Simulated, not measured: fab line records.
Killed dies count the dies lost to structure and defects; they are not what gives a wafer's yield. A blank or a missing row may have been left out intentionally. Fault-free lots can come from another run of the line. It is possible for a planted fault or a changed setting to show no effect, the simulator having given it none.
fab line records + flow ritCmos
[record]
- lots = 6
- wafers = 18
- lastDay = 19
route steps=202 shown PLDD@124 SPACER@125 NSD@131 PSD@142 M1@202
lots untouched by any fault: they come from a run of this same line in which no faults occurred
startH: the number of hours between the record's first day and the start of the first shown wafer of the lot + waitH: time in hours since the lot's previous step + " same as the row above + L1.1+2: several wafers, shown together as one row + - no value, or no start given + * or withheld: withheld + < > ~ a bound
route shown NAME@n: a module of which the file shows steps, and the number in the route of the first + usual: mean/standard deviation taken from wafers without a fault + same: alike in all rows + chamber/n: place in a boat + sites: the reading at each site + _std_site: the standard deviation of these + _edge_site: outer sites' mean less inner sites' + radiusMm: how far each site lies from the wafer's centre + mask NAME#n: copy n + behind: the tool/chamber that last shaped the wafer + hold: reason for holding the lot/hours on hold/outcome of the hold + device: names the non-switching transistor (n, p or np) + end of line: the tests these same wafers got at the end of their route + where a step has no rows: the recipe by itself + killed: not the wafer's yield, but the dies lost to structure and defects at the first sort + map: per-die view of a wafer (x killed, . not killed, _ where there is no die)
set.NAME: the setting the step ran with; set.NAME@STEP: the setting that earlier step ran with + model.NAME: the simulator's own value behind a step, which no gauge read
certain route steps with their lots: each step a table, each wafer a row
services: from which hour (startH, from the record's first day; less than 0 if before it) a tool's chamber was out of use, for how many hours, and why
[[steps]]
[step RIT_PLDD_TW_MEAS_10]
[usual]
- PLDD_TW = 2341/14
| lot.wafer | tool         | chamber | startH | waitH | PLDD_TW |
|-----------|--------------|---------|--------|-------|---------|
| L993.2    | filmMetro-01 | -       | 48.46  | 0.1   | 2339    |
| L993.5    | "            | -       | "      | "     | 2345    |
| L993.6    | "            | -       | "      | "     | 2346    |
| L996.3    | filmMetro-01 | -       | 74.51  | 0.1   | 2336    |
| L996.4    | "            | -       | "      | "     | 2345    |
| L996.6    | "            | -       | "      | "     | 2326    |
| L107.1    | filmMetro-01 | -       | 126.94 | 0.1   | 2352    |
| L107.3    | "            | -       | "      | "     | 2365    |
| L107.5    | "            | -       | "      | "     | 2364    |
| L110.1    | filmMetro-01 | -       | 140.35 | 0.1   | 2351    |
| L110.4    | "            | -       | "      | "     | 2346    |
| L110.5    | "            | -       | "      | "     | 2349    |
| L113.1    | filmMetro-01 | -       | 154.65 | 0.1   | 2364    |
| L113.4    | "            | -       | "      | "     | 2348    |
| L113.5    | "            | -       | "      | "     | 2344    |
| L114.1    | filmMetro-04 | -       | 435.06 | 0.1   | 2356    |
| L114.3    | "            | -       | "      | "     | 2364    |
| L114.6    | "            | -       | "      | "     | 2353    |
[step RIT_SPACER_CLEAN_00]
[recipe]
- chemistry = SC1
- mix = 3:3:50
- timeS = 600
- tempC = 75
[step RIT_SPACER_CLEAN_01]
[recipe]
- chemistry = dHF
- dilution = 50:1
- timeS = 30
[step RIT_SPACER_CLEAN_02]
[recipe]
- chemistry = SC2
- mix = 3:3:50
- timeS = 600
- tempC = 75
- dry = n2Spin
[step RIT_SPACER_CVD_03]
[recipe]
- material = Si3N4
- targetThkNm = 250
- tempC = 810
- precursor = SiH2Cl2/NH3
- timeS = 3300
- pressureMtorr = 300
- sih2cl2FlowSccm = 60
- nh3FlowSccm = 150
[step RIT_SPACER_THK_MEAS_04]
[recipe]
- reads = Si3N4_of_SPACER_CVD_03
[usual]
- SPACER_NITRIDE_THK = 250.7/2.6
| lot.wafer | tool         | chamber | startH | waitH | SPACER_NITRIDE_THK[nm] |
|-----------|--------------|---------|--------|-------|------------------------|
| L993.2    | filmMetro-02 | -       | 50.81  | 0.0   | 248.4                  |
| L993.5    | "            | -       | "      | "     | 248.8                  |
| L993.6    | "            | -       | "      | "     | 248.8                  |
| L996.3    | filmMetro-04 | -       | 76.86  | 0.0   | 248.9                  |
| L996.4    | "            | -       | "      | "     | 247.3                  |
| L996.6    | "            | -       | "      | "     | 247.3                  |
| L107.1    | filmMetro-03 | -       | 129.32 | 0.0   | 250.4                  |
| L107.3    | "            | -       | "      | "     | 249.3                  |
| L107.5    | "            | -       | "      | "     | 248.7                  |
| L110.1    | filmMetro-04 | -       | 142.70 | 0.0   | 251.7                  |
| L110.4    | "            | -       | "      | "     | 249.9                  |
| L110.5    | "            | -       | "      | "     | 250.3                  |
| L113.1    | filmMetro-03 | -       | 157.00 | 0.0   | 252.0                  |
| L113.4    | "            | -       | "      | "     | 252.4                  |
| L113.5    | "            | -       | "      | "     | 252.3                  |
| L114.1    | filmMetro-03 | -       | 438.28 | 0.0   | 252.9                  |
| L114.3    | "            | -       | "      | "     | 252.5                  |
| L114.6    | "            | -       | "      | "     | 253.8                  |
[step RIT_SPACER_ETCHBACK_05]
[recipe]
- targetDepthA = 2500
- SF6_flow_sccm = 30
- CHF3_flow_sccm = 30
- target = Si3N4
- chemistry = SF6/CHF3
- pressureMtorr = 40
- rfW = 250
- timeS = 240
- stopOn = SiO2
[usual]
- drypumpMotorCurrentA = 5.8/0.65
- oesProductAu = 0.846/0.015
- throttleValvePct = 10.31/0.16
| lot.wafer | tool       | chamber | startH | waitH | drypumpMotorCurrentA | oesProductAu | rfHoursCounterH | throttleValvePct |
|-----------|------------|---------|--------|-------|----------------------|--------------|-----------------|------------------|
| L993.2    | rieDiel-01 | 0       | 50.86  | 0.0   | 5.7                  | 0.837        | 163             | 10.31            |
| L993.5    | "          | 3       | "      | "     | 6.7                  | 0.851        | -               | 10.15            |
| L993.6    | "          | 0       | "      | "     | 5.8                  | 0.834        | -               | 10.30            |
| L996.3    | rieDiel-01 | 3       | 76.90  | 0.0   | 6.6                  | 0.845        | 108             | 10.14            |
| L996.4    | "          | 3       | "      | "     | 6.6                  | 0.837        | -               | 10.14            |
| L996.6    | "          | 1       | "      | "     | 6.0                  | 0.812        | -               | 10.23            |
| L107.1    | rieDiel-01 | 3       | 129.38 | 0.1   | 6.6                  | 0.852        | 109             | 10.13            |
| L107.3    | "          | 2       | "      | "     | 4.9                  | 0.859        | 5               | 10.44            |
| L107.5    | "          | 1       | "      | "     | 6.0                  | 0.820        | -               | 10.24            |
| L110.1    | rieDiel-04 | 3       | 142.76 | 0.1   | 6.4                  | 0.831        | 52              | 10.30            |
| L110.4    | "          | 1       | "      | "     | 5.0                  | 0.853        | 9               | 10.04            |
| L110.5    | "          | 0       | "      | "     | 6.7                  | 0.863        | -               | 10.17            |
| L113.1    | rieDiel-01 | 1       | 157.06 | 0.1   | 6.0                  | 0.827        | 149             | 10.24            |
| L113.4    | "          | 3       | "      | "     | 6.7                  | 0.854        | 109             | 10.12            |
| L113.5    | "          | 1       | "      | "     | 6.0                  | 0.827        | -               | 10.23            |
| L114.1    | rieDiel-04 | 1       | 438.34 | 0.1   | 5.0                  | 0.860        | 16              | 10.04            |
| L114.3    | "          | 2       | "      | "     | 5.1                  | 0.860        | 78              | 10.53            |
| L114.6    | "          | 1       | "      | "     | 5.0                  | 0.867        | -               | 10.06            |
[step RIT_NSD_HMDS_00]
[recipe]
- primeTimeS = 60
- primeTempC = 140
[step RIT_NSD_COAT_01]
[recipe]
- resist = NOVOLAK
- spinRpm = 3250
- resistThkNm = 1000
[step RIT_NSD_SOFTBAKE_02]
[recipe]
- resist = NOVOLAK
- tempC = 90
- timeS = 60
[step RIT_NSD_EXPOSE_03]
[recipe]
- maskId = M9
- na = 0.57
- targetCdNm = 40700
- doseMj = 250
[step RIT_NSD_PEB_04]
[recipe]
- resist = NOVOLAK
- tempC = withheld
- timeS = withheld
[step RIT_NSD_DEVELOP_05]
[recipe]
- resist = NOVOLAK
- developTimeS = 50
- devTempC = 23
| lot.wafer  | tool          | chamber | startH | waitH |
|------------|---------------|---------|--------|-------|
| L993.2+5+6 | lithoTrack-02 | 0       | 51     | -     |
| L996.3+4+6 | lithoTrack-01 | 0       | 77     | -     |
| L107.1+3+5 | lithoTrack-01 | 0       | 130    | -     |
| L110.1+4+5 | lithoTrack-01 | 0       | 143    | -     |
| L113.1+4+5 | lithoTrack-02 | 0       | 158    | -     |
| L114.1+3+6 | lithoTrack-04 | 0       | 439    | -     |
[step RIT_NSD_OVL_MEAS_06]
[usual]
- NSD_OVL = 0.4/1.4
| lot.wafer | tool       | chamber | startH | waitH | NSD_OVL[nm] |
|-----------|------------|---------|--------|-------|-------------|
| L993.2    | overlay-01 | -       | 51.99  | -     | 1.9         |
| L993.5    | "          | -       | "      | "     | -1.8        |
| L993.6    | "          | -       | "      | "     | 0.5         |
| L996.3    | overlay-01 | -       | 78.03  | -     | -2.1        |
| L996.4    | "          | -       | "      | "     | -1.4        |
| L996.6    | "          | -       | "      | "     | -0.7        |
| L107.1    | overlay-01 | -       | 130.50 | -     | 2.0         |
| L107.3    | "          | -       | "      | "     | 1.1         |
| L107.5    | "          | -       | "      | "     | 1.3         |
| L110.1    | overlay-01 | -       | 143.89 | -     | 0.4         |
| L110.4    | "          | -       | "      | "     | 0.6         |
| L110.5    | "          | -       | "      | "     | 0.7         |
| L113.1    | overlay-02 | -       | 158.19 | -     | -0.4        |
| L113.4    | "          | -       | "      | "     | -0.7        |
| L113.5    | "          | -       | "      | "     | -0.9        |
| L114.1    | overlay-01 | -       | 439.34 | -     | -0.8        |
| L114.3    | "          | -       | "      | "     | 0.4         |
| L114.6    | "          | -       | "      | "     | 0.4         |
[step RIT_NSD_HARDBAKE_07]
[recipe]
- resist = NOVOLAK
- tempC = 140
- timeS = 60
[step RIT_NSD_IMPLANT_08]
[recipe]
- species = P
- energyKev = 25
- doseCm2 = 1e+15
- tiltDeg = 7
[step RIT_NSD_STRIP_09]
[recipe]
- chemistry = O2
- timeS = 180
- resist = NOVOLAK
- platenTempC = withheld
- powerW = 500
- pressureMtorr = 4000
- o2FlowSccm = 4000
[usual]
- drypumpMotorCurrentA = 6.3/0.31
| lot.wafer | tool           | chamber | startH | waitH | drypumpMotorCurrentA | rfHoursCounterH |
|-----------|----------------|---------|--------|-------|----------------------|-----------------|
| L993.2    | plasmaAsher-01 | 1       | 52.32  | 0.1   | 6.4                  | 44              |
| L993.5    | "              | 0       | "      | "     | 5.7                  | -               |
| L993.6    | "              | 1       | "      | "     | 6.4                  | -               |
| L996.3    | plasmaAsher-03 | 0       | 78.42  | 0.1   | 6.8                  | -               |
| L996.4    | "              | 1       | "      | "     | 6.3                  | -               |
| L996.6    | "              | 1       | "      | "     | 6.3                  | -               |
| L107.1    | plasmaAsher-04 | 0       | 130.84 | 0.1   | 6.0                  | 34              |
| L107.3    | "              | 1       | "      | "     | 6.2                  | -               |
| L107.5    | "              | 0       | "      | "     | 6.0                  | -               |
| L110.1    | plasmaAsher-03 | 0       | 144.23 | 0.1   | 6.8                  | 52              |
| L110.4    | "              | 1       | "      | "     | 6.3                  | -               |
| L110.5    | "              | 1       | "      | "     | 6.3                  | -               |
| L113.1    | plasmaAsher-04 | 1       | 158.53 | 0.1   | 6.2                  | 38              |
| L113.4    | "              | 0       | "      | "     | 6.0                  | -               |
| L113.5    | "              | 0       | "      | "     | 6.0                  | -               |
| L114.1    | plasmaAsher-04 | 1       | 439.71 | 0.1   | 6.2                  | 68              |
| L114.3    | "              | 0       | "      | "     | 6.0                  | -               |
| L114.6    | "              | 1       | "      | "     | 6.2                  | -               |
[step RIT_NSD_TW_MEAS_10]
[usual]
- NSD_TW = 3102/16
| lot.wafer | tool         | chamber | startH | waitH | NSD_TW |
|-----------|--------------|---------|--------|-------|--------|
| L993.2    | filmMetro-03 | -       | 52.50  | 0.1   | 3081   |
| L993.5    | "            | -       | "      | "     | 3071   |
| L993.6    | "            | -       | "      | "     | 3094   |
| L996.3    | filmMetro-03 | -       | 78.55  | 0.1   | 3101   |
| L996.4    | "            | -       | "      | "     | 3130   |
| L996.6    | "            | -       | "      | "     | 3091   |
| L107.1    | filmMetro-04 | -       | 131.01 | 0.1   | 30     |
| L107.3    | "            | -       | "      | "     | 30     |
| L107.5    | "            | -       | "      | "     | 30     |
| L110.1    | filmMetro-03 | -       | 144.40 | 0.1   | 30     |
| L110.4    | "            | -       | "      | "     | 30     |
| L110.5    | "            | -       | "      | "     | 30     |
| L113.1    | filmMetro-04 | -       | 158.70 | 0.1   | 3101   |
| L113.4    | "            | -       | "      | "     | 3105   |
| L113.5    | "            | -       | "      | "     | 3124   |
| L114.1    | filmMetro-01 | -       | 439.89 | 0.1   | 3099   |
| L114.3    | "            | -       | "      | "     | 3091   |
| L114.6    | "            | -       | "      | "     | 3102   |
[step RIT_PSD_HMDS_00]
[recipe]
- primeTimeS = 60
- primeTempC = 140
[step RIT_M1_PROBE_99]
[usual]
- killedAtContacts = 0.1/0.27
- killedAtFrontEnd = 6/3
- killedDies = 7/3
- killedOnRim = 1.7/1.4
- killedOpen = 3.1/2
- killedShort = 3.4/2
[same]
- grossDies = 264
- killed_at_M0_to_M3 = 0
- killed_at_M4_up = 0
- killedAtBackSide = 0
- killedAtOther = 0
| lot.wafer | tool      | chamber | startH | waitH | killedAtContacts | killedAtFrontEnd | killedDies | killedOnRim | killedOpen | killedShort |
|-----------|-----------|---------|--------|-------|------------------|------------------|------------|-------------|------------|-------------|
| L993.2    | prober-02 | -       | 62.20  | 0.1   | 0                | 6                | 6          | 1           | 3          | 3           |
| L993.5    | prober-02 | -       | 62.35  | 0.2   | 0                | 6                | 6          | 1           | 3          | 3           |
| L993.6    | prober-02 | -       | 62.40  | 0.2   | 1                | 3                | 4          | 1           | 2          | 2           |
| L996.3    | prober-01 | -       | 88.24  | 0.2   | 0                | 4                | 4          | 1           | 2          | 2           |
| L996.4    | prober-01 | -       | 88.29  | 0.2   | 0                | 10               | 10         | 1           | 5          | 5           |
| L996.6    | prober-01 | -       | 88.39  | 0.2   | 0                | 7                | 7          | 0           | 2          | 5           |
| L107.1    | prober-02 | -       | 140.71 | 0.1   | 0                | 264              | 264        | 70          | 1          | 9           |
| L107.3    | prober-02 | -       | 140.81 | 0.2   | 0                | 264              | 264        | 70          | 7          | 3           |
| L107.5    | prober-02 | -       | 140.91 | 0.2   | 0                | 264              | 264        | 70          | 3          | 10          |
| L110.1    | prober-01 | -       | 154.10 | 0.1   | 0                | 264              | 264        | 70          | 1          | 1           |
| L110.4    | prober-01 | -       | 154.25 | 0.2   | 0                | 264              | 264        | 70          | 1          | 1           |
| L110.5    | prober-01 | -       | 154.30 | 0.2   | 0                | 264              | 264        | 70          | 0          | 2           |
| L113.1    | prober-02 | -       | 168.21 | 0.1   | 0                | 4                | 4          | 1           | 0          | 4           |
| L113.4    | prober-02 | -       | 168.36 | 0.2   | 0                | 3                | 3          | 0           | 2          | 1           |
| L113.5    | prober-02 | -       | 168.41 | 0.2   | 0                | 4                | 4          | 1           | 3          | 1           |
| L114.1    | prober-01 | -       | 450.00 | 0.1   | 0                | 7                | 7          | 1           | 3          | 4           |
| L114.3    | prober-01 | -       | 450.10 | 0.2   | 0                | 5                | 5          | 1           | 1          | 4           |
| L114.6    | prober-01 | -       | 450.25 | 0.2   | 0                | 13               | 13         | 5           | 9          | 4           |
// killed by level:class
L993.2 GATE:geometricParticle:open=3 GATE:geometricParticle:short=1 SPACER:geometricParticle:short=1 SILICIDE:geometricParticle:short=1
L993.5 SILICIDE:geometricParticle:short=2 FOX1:geometricParticle:short=1 FOX2:geometricParticle:open=1 SPACER:geometricParticle:open=1 SILICIDE:geometricParticle:open=1
L993.6 GATE:geometricParticle:short=2 GATE:geometricParticle:open=1 CONTACT:geometricParticle:open=1
L996.3 GATE:geometricParticle:open=1 GATE:geometricParticle:short=1 SPACER:geometricParticle:open=1 SILICIDE:geometricParticle:short=1
L996.4 SPACER:geometricParticle:open=4 GATE:geometricParticle:short=2 SPACER:geometricParticle:short=2 GATE:geometricParticle:open=1 REOX:geometricParticle:short=1
L996.6 SILICIDE:geometricParticle:short=2 FOX1:geometricParticle:short=1 FOX1:geometricParticle:open=1 GATE:geometricParticle:open=1 REOX:geometricParticle:short=1 SPACER:geometricParticle:short=1
L107.1 NSD:areaDevelop=254 GATE:geometricParticle:short=4 FOX1:geometricParticle:short=2 REOX:geometricParticle:short=1 SPACER:geometricParticle:open=1 SPACER:geometricParticle:short=1 SILICIDE:geometricParticle:short=1
L107.3 NSD:areaDevelop=254 GATE:geometricParticle:open=4 REOX:geometricParticle:short=2 FOX2:geometricParticle:open=1 GATE:geometricParticle:short=1 SPACER:geometricParticle:open=1 SILICIDE:geometricParticle:open=1
L107.5 NSD:areaDevelop=251 REOX:geometricParticle:short=4 FOX2:geometricParticle:short=2 GATE:geometricParticle:short=2 FOX1:geometricParticle:short=1 GATE:geometricParticle:open=1 REOX:geometricParticle:open=1 SILICIDE:geometricParticle:open=1
L110.1 NSD:areaDevelop=262 GATE:geometricParticle:short=1 SPACER:geometricParticle:open=1
L110.4 NSD:areaDevelop=262 SPACER:geometricParticle:short=1 SPACER:geometricParticle:open=1
L110.5 NSD:areaDevelop=262 FOX1:geometricParticle:short=1 REOX:geometricParticle:short=1
L113.1 REOX:geometricParticle:short=2 SPACER:geometricParticle:short=1 SILICIDE:geometricParticle:short=1
L113.4 FOX1:geometricParticle:open=1 FOX2:geometricParticle:open=1 SPACER:geometricParticle:short=1
L113.5 FOX2:geometricParticle:open=2 GATE:geometricParticle:short=1 REOX:geometricParticle:open=1
L114.1 GATE:geometricParticle:open=3 GATE:geometricParticle:short=2 REOX:geometricParticle:short=1 SPACER:geometricParticle:short=1
L114.3 FOX1:geometricParticle:short=1 FOX1:geometricParticle:open=1 FOX2:geometricParticle:short=1 GATE:geometricParticle:short=1 SILICIDE:geometricParticle:short=1
L114.6 GATE:geometricParticle:open=6 FOX1:geometricParticle:open=3 FOX1:geometricParticle:short=2 FOX2:geometricParticle:short=1 SPACER:geometricParticle:short=1
// map L107.1 (x killed, . not)
________xxxxxxx_______
_____xxxxxxxxxxxxx____
____xxxxxxxxxxxxxxx___
___xxxxxxxxxxxxxxxxx__
__xxxxxxxxxxxxxxxxxxx_
__xxxxxxxxxxxxxxxxxxx_
_xxxxxxxxxxxxxxxxxxxxx
_xxxxxxxxxxxxxxxxxxxxx
_xxxxxxxxxxxxxxxxxxxxx
_xxxxxxxxxxxxxxxxxxxxx
__xxxxxxxxxxxxxxxxxxx_
__xxxxxxxxxxxxxxxxxxx_
___xxxxxxxxxxxxxxxxx__
____xxxxxxxxxxxxxxx___
_____xxxxxxxxxxxxx____
________xxxxxxx_______
// map L110.1 (x killed, . not)
________xxxxxxx_______
_____xxxxxxxxxxxxx____
____xxxxxxxxxxxxxxx___
___xxxxxxxxxxxxxxxxx__
__xxxxxxxxxxxxxxxxxxx_
__xxxxxxxxxxxxxxxxxxx_
_xxxxxxxxxxxxxxxxxxxxx
_xxxxxxxxxxxxxxxxxxxxx
_xxxxxxxxxxxxxxxxxxxxx
_xxxxxxxxxxxxxxxxxxxxx
__xxxxxxxxxxxxxxxxxxx_
__xxxxxxxxxxxxxxxxxxx_
___xxxxxxxxxxxxxxxxx__
____xxxxxxxxxxxxxxx___
_____xxxxxxxxxxxxx____
________xxxxxxx_______
[[services]]
| tool           | chamber | startH | hours | kind          |
|----------------|---------|--------|-------|---------------|
| rieDiel-01     | 1       | 29.18  | 3.3   | repair        |
| rieDiel-04     | 0       | 39.43  | 3.9   | repair        |
| rieDiel-04     | -       | 39.47  | 8.5   | repair        |
| rieDiel-04     | 1       | 40.14  | 14.4  | repair        |
| plasmaAsher-03 | -       | 56.59  | 2.4   | repair        |
| rieDiel-01     | 0       | 76.22  | -     | clean         |
| rieDiel-01     | 0       | 76.22  | 24.8  | scheduledDown |
| rieDiel-01     | 0       | 76.22  | 24.8  | ventCycle     |
| rieDiel-01     | 3       | 77.46  | 16.6  | repair        |
| plasmaAsher-01 | -       | 108.75 | 9.0   | pm            |
| rieDiel-01     | 2       | 157.57 | 2.2   | repair        |
| plasmaAsher-04 | -       | 162.32 | 2.8   | pm            |
| rieDiel-04     | -       | 165.71 | 2.8   | pm            |
| rieDiel-04     | 3       | 178.57 | 6.1   | repair        |
| rieDiel-04     | 0       | 198.24 | 3.7   | repair        |
| plasmaAsher-01 | -       | 260.83 | 2.8   | pm            |
| plasmaAsher-01 | -       | 279.26 | 0.9   | repair        |
| rieDiel-01     | 3       | 369.79 | 11.1  | repair        |
| plasmaAsher-03 | -       | 373.70 | 14.6  | pm            |
| rieDiel-01     | 0       | 377.79 | 10.0  | repair        |
| rieDiel-01     | 3       | 389.34 | 8.6   | repair        |
| rieDiel-04     | 2       | 391.39 | 2.4   | repair        |
| rieDiel-01     | -       | 401.40 | 28.1  | pm            |
| plasmaAsher-01 | -       | 435.30 | 0.8   | repair        |
[[key]]
[firstSign]
- step = RIT_NSD_TW_MEAS_10
- reading = NSD_TW
- direction = down
- sigmas = 99+
- usual = 3102
- struck = 30
[effect]
- step = RIT_M1_PROBE_99
- reading = killedAtFrontEnd
- direction = up
- sigmas = 85
- usual = 6
- struck = 264
[moreKillsBornAt]
- RIT_NSD_DEVELOP_05@lithoTrack-01 = 1545
metAt RIT_NSD_DEVELOP_05
struckWafers L107.1,L107.3,L107.5,L110.1,L110.4,L110.5
testerLeftOut L107,L110
onsetBetween 77 130
[fault]
- kind = processParameterDrift
- tool = lithoTrack-01
- chamber = -
- onsetH = 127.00
- steps = RIT_NSD_DEVELOP_05
- channel = developTimeS
- offset = *
- shape = step
- endH = 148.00
- actsIn = *
- stated = *
// testerLeftOut: of these lots the tester's yield and bins aren't shown, on N5 and GAA mostly nor the transistor test; their killed dies are dies lost to structure and defects alone, not to doping, threshold or leakage, so they don't give the yield
